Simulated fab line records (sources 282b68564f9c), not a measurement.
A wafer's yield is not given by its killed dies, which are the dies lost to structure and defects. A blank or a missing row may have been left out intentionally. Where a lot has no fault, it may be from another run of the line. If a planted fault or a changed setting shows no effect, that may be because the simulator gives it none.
fab line records + flow rit_cmos + part 2 of 2: steps 31 to 43 of 43
record
- lots=6
- wafers=18
- last_day=7
route steps=202 shown SDANNEAL@156 PSD@157 NSD@158 PLDD@159 NLDD@160 SILICIDE@161 CONTACT@168 M1@184
lots that met no fault: from a run of the same line without faults
start_h: hours from the record's first day to the start of the lot's first wafer shown + wait_h: hours from the lot's prior step to this one + " unchanged from the row above + L1.1+2: a single row standing in for several wafers + - no value, or no start given + * or withheld: withheld + < > ~ a bound
route shown NAME@n: a module of which the file shows steps, and the number in the route of the first + usual: mean/standard deviation of fault-free wafers + same: alike in all rows + chamber/n: place in a boat + sites: each site's reading + _std_site: the values' standard deviation + _edge_site: mean of outer sites minus mean of inner sites + radius_mm: for every site, how far away it sits from the centre of the wafer + mask NAME#n: copy n + behind: the last tool/chamber to shape the wafer + hold: the reason the lot was held/the length of the hold in hours/how it ended + device: the n, p or np transistor that did not switch + end of line: tests of these same wafers at the route's end + where a step has no rows: the recipe by itself + killed: the dies lost at the first sort to structure and to defects; this is not the yield of the wafer + map: per-die view of a wafer (x killed, . not killed, _ where there is no die)
set.NAME: the run value of the setting; set.NAME@STEP: its run value at that earlier step + model.NAME: the simulator's own value behind a step, which no gauge read
lots at selected steps of the route; one table per step, one row per wafer
services: the hour from which a tool's chamber was out of use, counted from the record's first day as start_h (under 0 if before that day), plus the number of hours and why
## steps
# step RIT_M1_THK_MEAS_02
# recipe
- thk_meas_gauge=xrf
- reads=Al_of_M1_SPUTTER_00
# usual
- M1_AL_THK=398/7.1
| lot.wafer | tool          | chamber | start_h | wait_h | M1_AL_THK[nm] |
|-----------|---------------|---------|---------|--------|---------------|
| L440.1    | film_metro-03 | -       | 96.55   | 0.1    | 400           |
| L440.2    | "             | -       | "       | "      | 398           |
| L440.3    | "             | -       | "       | "      | 399           |
| L443.1    | film_metro-01 | -       | 122.37  | 0.1    | 402           |
| L443.2    | "             | -       | "       | "      | 397           |
| L443.3    | "             | -       | "       | "      | 401           |
| L451.2    | film_metro-02 | -       | 143.98  | 0.1    | 399           |
| L451.3    | "             | -       | "       | "      | 406           |
| L451.4    | "             | -       | "       | "      | 400           |
| L455.2    | film_metro-03 | -       | 151.52  | 0.1    | 396           |
| L455.3    | "             | -       | "       | "      | 400           |
| L455.5    | "             | -       | "       | "      | 400           |
| L457.1    | film_metro-01 | -       | 159.69  | 0.1    | 398           |
| L457.2    | "             | -       | "       | "      | 394           |
| L457.6    | "             | -       | "       | "      | 385           |
| L460.1    | film_metro-01 | -       | 171.09  | 0.1    | 403           |
| L460.2    | "             | -       | "       | "      | 403           |
| L460.4    | "             | -       | "       | "      | 395           |
# step RIT_M1_HMDS_03
# recipe
- prime_time_s=60
- prime_temp_c=140
# step RIT_M1_COAT_04
# recipe
- resist=NOVOLAK
- spin_rpm=2000
- resist_thk_nm=1300
# step RIT_M1_SOFTBAKE_05
# recipe
- resist=NOVOLAK
- temp_c=90
- time_s=60
# step RIT_M1_EXPOSE_06
# recipe
- mask_id=M12
- na=0.6
- source_shape=conventional
- sigma_outer=0.5
- target_cd_nm=2600
- dose_mj=250
# step RIT_M1_PEB_07
# recipe
- resist=NOVOLAK
- temp_c=withheld
- time_s=withheld
# step RIT_M1_DEVELOP_08
# recipe
- resist=NOVOLAK
- develop_time_s=68
- dev_temp_c=23
# step RIT_M1_CD_MEAS_09
# recipe
- target_cd_nm=2600
# usual
- cd_nm=2600.2/2.1
| lot.wafer | tool      | chamber | start_h | wait_h | cd_nm  |
|-----------|-----------|---------|---------|--------|--------|
| L440.1    | cd_sem-01 | -       | 97.78   | -      | 2601.4 |
| L440.2    | "         | -       | "       | "      | 2601.7 |
| L440.3    | "         | -       | "       | "      | 2603.1 |
| L443.1    | cd_sem-02 | -       | 124.20  | -      | 2599.4 |
| L443.2    | "         | -       | "       | "      | 2598.1 |
| L443.3    | "         | -       | "       | "      | 2599.9 |
| L451.2    | cd_sem-02 | -       | 144.93  | -      | 2601.5 |
| L451.3    | "         | -       | "       | "      | 2601.1 |
| L451.4    | "         | -       | "       | "      | 2602.0 |
| L455.2    | cd_sem-01 | -       | 152.59  | -      | 2594.7 |
| L455.3    | "         | -       | "       | "      | 2593.4 |
| L455.5    | "         | -       | "       | "      | 2595.4 |
| L457.1    | cd_sem-02 | -       | 160.75  | -      | 2599.6 |
| L457.2    | "         | -       | "       | "      | 2601.7 |
| L457.6    | "         | -       | "       | "      | 2602.2 |
| L460.1    | cd_sem-02 | -       | 172.04  | -      | 2599.7 |
| L460.2    | "         | -       | "       | "      | 2598.3 |
| L460.4    | "         | -       | "       | "      | 2599.8 |
# step RIT_M1_OVL_MEAS_10
# usual
- M1_OVL=-1.6/1.5
| lot.wafer | tool       | chamber | start_h | wait_h | M1_OVL[nm] |
|-----------|------------|---------|---------|--------|------------|
| L440.1    | overlay-01 | -       | 97.90   | 0.1    | 0.5        |
| L440.2    | "          | -       | "       | "      | 0.5        |
| L440.3    | "          | -       | "       | "      | -0.3       |
| L443.1    | overlay-01 | -       | 124.32  | 0.1    | -2.5       |
| L443.2    | "          | -       | "       | "      | -3.4       |
| L443.3    | "          | -       | "       | "      | -2.1       |
| L451.2    | overlay-01 | -       | 145.03  | 0.1    | -0.7       |
| L451.3    | "          | -       | "       | "      | 0.8        |
| L451.4    | "          | -       | "       | "      | -1.0       |
| L455.2    | overlay-02 | -       | 152.70  | 0.1    | -1.6       |
| L455.3    | "          | -       | "       | "      | 0.1        |
| L455.5    | "          | -       | "       | "      | -0.6       |
| L457.1    | overlay-01 | -       | 160.87  | 0.1    | -1.8       |
| L457.2    | "          | -       | "       | "      | -2.4       |
| L457.6    | "          | -       | "       | "      | -0.8       |
| L460.1    | overlay-01 | -       | 172.16  | 0.1    | 0.7        |
| L460.2    | "          | -       | "       | "      | -0.6       |
| L460.4    | "          | -       | "       | "      | -1.3       |
# step RIT_M1_HARDBAKE_11
# recipe
- resist=NOVOLAK
- temp_c=140
- time_s=120
# step RIT_M1_METAL_ETCH_12
# recipe
- stop_on=SiO2
- chemistry=Cl2/BCl3
- target=Al
- time_s=165
- over_etch_frac=0.5
- pressure_mtorr=100
- target_depth_a=6000
- rf_w=250
- Cl2_flow_sccm=60
- bcl3_flow_sccm=50
# usual
- drypump_motor_current_A=5.6/0.45
- oes_product_au=0.781/0.014
- throttle_valve_pct=8.28/0.13
| lot.wafer | tool         | chamber | start_h | wait_h | drypump_motor_current_A | oes_product_au | rf_hours_counter_h | throttle_valve_pct | model.SiO2_of_CONTACT_CVD_00.thk_nm |
|-----------|--------------|---------|---------|--------|-------------------------|----------------|--------------------|--------------------|-------------------------------------|
| L440.1    | rie_metal-02 | 0       | 98.53   | 0.2    | 5.0                     | 0.763          | 1                  | 8.18               | 361.7                               |
| L440.2    | "            | 1       | "       | "      | 5.6                     | 0.780          | 1                  | 8.43               | 352.6                               |
| L440.3    | "            | 1       | "       | "      | 5.6                     | 0.791          | -                  | 8.43               | 361.8                               |
| L443.1    | rie_metal-03 | 1       | 124.76  | 0.2    | 6.0                     | 0.789          | 5                  | 8.46               | 363.2                               |
| L443.2    | "            | 0       | "       | "      | 6.1                     | 0.772          | 4                  | 8.15               | 354.5                               |
| L443.3    | "            | 1       | "       | "      | 6.1                     | 0.799          | -                  | 8.45               | 362.4                               |
| L451.2    | rie_metal-02 | 0       | 145.31  | 0.2    | 5.0                     | 0.759          | 1                  | 8.17               | 358.1                               |
| L451.3    | "            | 0       | "       | "      | 5.0                     | 0.775          | -                  | 8.16               | 410.4                               |
| L451.4    | "            | 1       | "       | "      | 5.6                     | 0.794          | -                  | 8.43               | 364                                 |
| L455.2    | rie_metal-03 | 1       | 153.11  | 0.2    | 6.1                     | 0.788          | 6                  | 8.44               | 356                                 |
| L455.3    | "            | 1       | "       | "      | 6.0                     | 0.796          | -                  | 8.44               | 412.8                               |
| L455.5    | "            | 0       | "       | "      | 6.2                     | 0.772          | -                  | 8.15               | 364.2                               |
| L457.1    | rie_metal-02 | 0       | 161.16  | 0.2    | 5.0                     | 0.762          | 2                  | 8.18               | 365.1                               |
| L457.2    | "            | 1       | "       | "      | 5.6                     | 0.780          | 2                  | 8.45               | 355.1                               |
| L457.6    | "            | 0       | "       | "      | 5.0                     | 0.743          | -                  | 8.16               | 367.4                               |
| L460.1    | rie_metal-02 | 0       | 172.44  | 0.2    | 5.0                     | 0.759          | 2                  | 8.17               | 358.1                               |
| L460.2    | "            | 1       | "       | "      | 5.6                     | 0.798          | 2                  | 8.43               | 361.5                               |
| L460.4    | "            | 1       | "       | "      | 5.6                     | 0.783          | -                  | 8.44               | 362.9                               |
# step RIT_M1_STRIP_13
# recipe
- chemistry=nmp
- resist=NOVOLAK
- temp_c=80
- time_s=600
- dry=n2_spin
# step RIT_M1_PROBE_99
| lot.wafer | tool      | chamber | start_h | wait_h | model.etest.field_p_metal.vt_v | model.etest.antenna_contact.vt_shift_v |
|-----------|-----------|---------|---------|--------|--------------------------------|----------------------------------------|
| L440.1    | prober-02 | -       | 101.82  | 0.1    | -28.34                         | -0.01777                               |
| L440.2    | prober-02 | -       | 101.87  | 0.1    | -28.07                         | -0.009558                              |
| L440.3    | prober-02 | -       | 101.92  | 0.2    | -29.31                         | -0.01248                               |
| L443.1    | prober-02 | -       | 128.26  | 0.1    | -29.24                         | -0.01071                               |
| L443.2    | prober-02 | -       | 128.31  | 0.1    | -28.59                         | -0.01029                               |
| L443.3    | prober-02 | -       | 128.36  | 0.2    | -29.99                         | -0.007908                              |
| L451.2    | prober-01 | -       | 148.72  | 0.1    | -30.2                          | -0.01315                               |
| L451.3    | prober-01 | -       | 148.77  | 0.2    | -32.27                         | -0.003684                              |
| L451.4    | prober-01 | -       | 148.82  | 0.2    | -30.5                          | -0.01347                               |
| L455.2    | prober-02 | -       | 156.28  | 0.1    | -29.7                          | -0.01549                               |
| L455.3    | prober-02 | -       | 156.33  | 0.2    | -31.47                         | -0.003947                              |
| L455.5    | prober-02 | -       | 156.43  | 0.2    | -29.68                         | -0.01338                               |
| L457.1    | prober-02 | -       | 163.41  | 0.1    | -30.79                         | -0.01214                               |
| L457.2    | prober-02 | -       | 163.46  | 0.1    | -30.56                         | -0.01591                               |
| L457.6    | prober-02 | -       | 163.66  | 0.2    | -31.04                         | -0.009178                              |
| L460.1    | prober-01 | -       | 174.70  | 0.1    | -30.11                         | -0.01196                               |
| L460.2    | prober-01 | -       | 174.75  | 0.1    | -29.5                          | -0.0136                                |
| L460.4    | prober-01 | -       | 174.85  | 0.2    | -30.37                         | -0.008538                              |
# killed by level:class
L440.1 SILICIDE:geometric_particle:open=3 FOX2:geometric_particle:short=1 FOX2:geometric_particle:open=1 REOX:geometric_particle:short=1 SPACER:geometric_particle:open=1
L440.2 FOX2:geometric_particle:short=1 SPACER:geometric_particle:open=1 SILICIDE:geometric_particle:open=1
L440.3 REOX:geometric_particle:open=2 FOX1:geometric_particle:short=1 GATE:geometric_particle:short=1 SPACER:geometric_particle:open=1 SILICIDE:geometric_particle:short=1 CONTACT:geometric_particle:open=1
L443.1 SPACER:geometric_particle:short=2 FOX1:geometric_particle:open=1 FOX2:geometric_particle:open=1 SPACER:geometric_particle:open=1
L443.2 SILICIDE:geometric_particle:open=2 GATE:geometric_particle:short=1
L443.3 FOX1:geometric_particle:open=2 FOX1:geometric_particle:short=2 GATE:geometric_particle:open=1 SILICIDE:geometric_particle:open=1
L451.2 GATE:geometric_particle:short=4 GATE:geometric_particle:open=3 FOX1:geometric_particle:open=1 FOX2:geometric_particle:short=1 REOX:geometric_particle:short=1 REOX:geometric_particle:open=1
L451.3 GATE:geometric_particle:short=4 CONTACT:area_etch=4 GATE:geometric_particle:open=3 FOX1:geometric_particle:open=2 REOX:geometric_particle:open=1
L451.4 FOX1:geometric_particle:open=4 FOX1:geometric_particle:short=2 FOX2:geometric_particle:open=2 GATE:geometric_particle:open=2 FOX2:geometric_particle:short=1 GATE:geometric_particle:short=1 SILICIDE:geometric_particle:short=1 SILICIDE:geometric_particle:open=1
L457.1 FOX1:geometric_particle:short=1 GATE:geometric_particle:short=1 REOX:geometric_particle:open=1
L457.2 REOX:geometric_particle:short=2 GATE:geometric_particle:short=1 GATE:geometric_particle:open=1
L457.6 GATE:geometric_particle:short=2 FOX1:geometric_particle:open=1 GATE:geometric_particle:open=1 SPACER:geometric_particle:short=1
L460.1 FOX2:geometric_particle:open=1 GATE:geometric_particle:short=1
L460.2 SILICIDE:geometric_particle:short=2 GATE:geometric_particle:short=1 REOX:geometric_particle:open=1 SPACER:geometric_particle:open=1 SILICIDE:geometric_particle:open=1
L460.4 GATE:geometric_particle:open=3 SILICIDE:geometric_particle:open=2 GATE:geometric_particle:short=1
## services
| tool           | chamber | start_h | hours | kind           |
|----------------|---------|---------|-------|----------------|
| rie_diel-04    | 2       | 74.04   | 16.5  | repair         |
| rie_diel-04    | 3       | 79.36   | 5.8   | repair         |
| rie_diel-04    | 1       | 96.45   | -     | clean          |
| rie_diel-04    | 1       | 96.45   | 17.8  | scheduled_down |
| rie_diel-04    | 1       | 96.45   | 17.8  | vent_cycle     |
| pvd_sputter-02 | -       | 102.47  | 2.1   | repair         |
| rie_diel-01    | 2       | 109.64  | 9.8   | repair         |
| pvd_sputter-02 | -       | 112.11  | 2.4   | repair         |
| pecvd-04       | -       | 115.27  | 1.2   | repair         |
| pecvd-04       | -       | 116.11  | 0.7   | repair         |
| pvd_sputter-01 | -       | 130.93  | 2.0   | repair         |
| pvd_sputter-01 | -       | 133.63  | 0.8   | repair         |
| pecvd-03       | 0       | 135.56  | 28.5  | repair         |
| rie_diel-04    | 2       | 137.27  | 16.2  | repair         |
| pecvd-04       | 0       | 138.15  | 9.2   | repair         |
| rie_diel-03    | 2       | 167.20  | 6.1   | repair         |
## key
first_sign
- step=RIT_CONTACT_THK_MEAS_01
- reading=CONTACT_TEOS_THK
- direction=up
- sigmas=9.8
- usual=400
- struck=447
effect none on later readings
model_effect
- step=RIT_CONTACT_CVD_00
- value=SiO2_of_CONTACT_CVD_00.thk_nm
- without=400.4
- struck=447.6
model_effect
- step=RIT_CONTACT_ETCH_11
- value=CONTACT.feature_depth_nm
- without=400.4
- struck=447.6
model_effect
- step=RIT_M1_METAL_ETCH_12
- value=SiO2_of_CONTACT_CVD_00.thk_nm
- without=364.5
- struck=411.6
model_effect
- step=RIT_M1_PROBE_99
- value=etest.field_p_metal.vt_v
- without=-29.5
- struck=-31.87
met_at RIT_CONTACT_CVD_00
struck_wafers L451.3,L455.3
sort_left_out L455.3
tester_left_out L451,L455
onset_between 93.74 141.18
fault
- kind=process_parameter_drift
- tool=pecvd-03
- chamber=1
- onset_h=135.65
- steps=RIT_CONTACT_CVD_00
- channel=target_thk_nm
- offset=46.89
- shape=step
- end_h=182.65
- stated=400
# tester_left_out: of these lots the tester's yield and bins aren't shown, on N5 and GAA mostly nor the transistor test; their killed dies are dies lost to structure and defects alone, not to doping, threshold or leakage, so they don't give the yield
# sort_left_out: the simulated sort isn't trusted on such a fault, so these wafers' sort isn't shown, and their yield isn't known
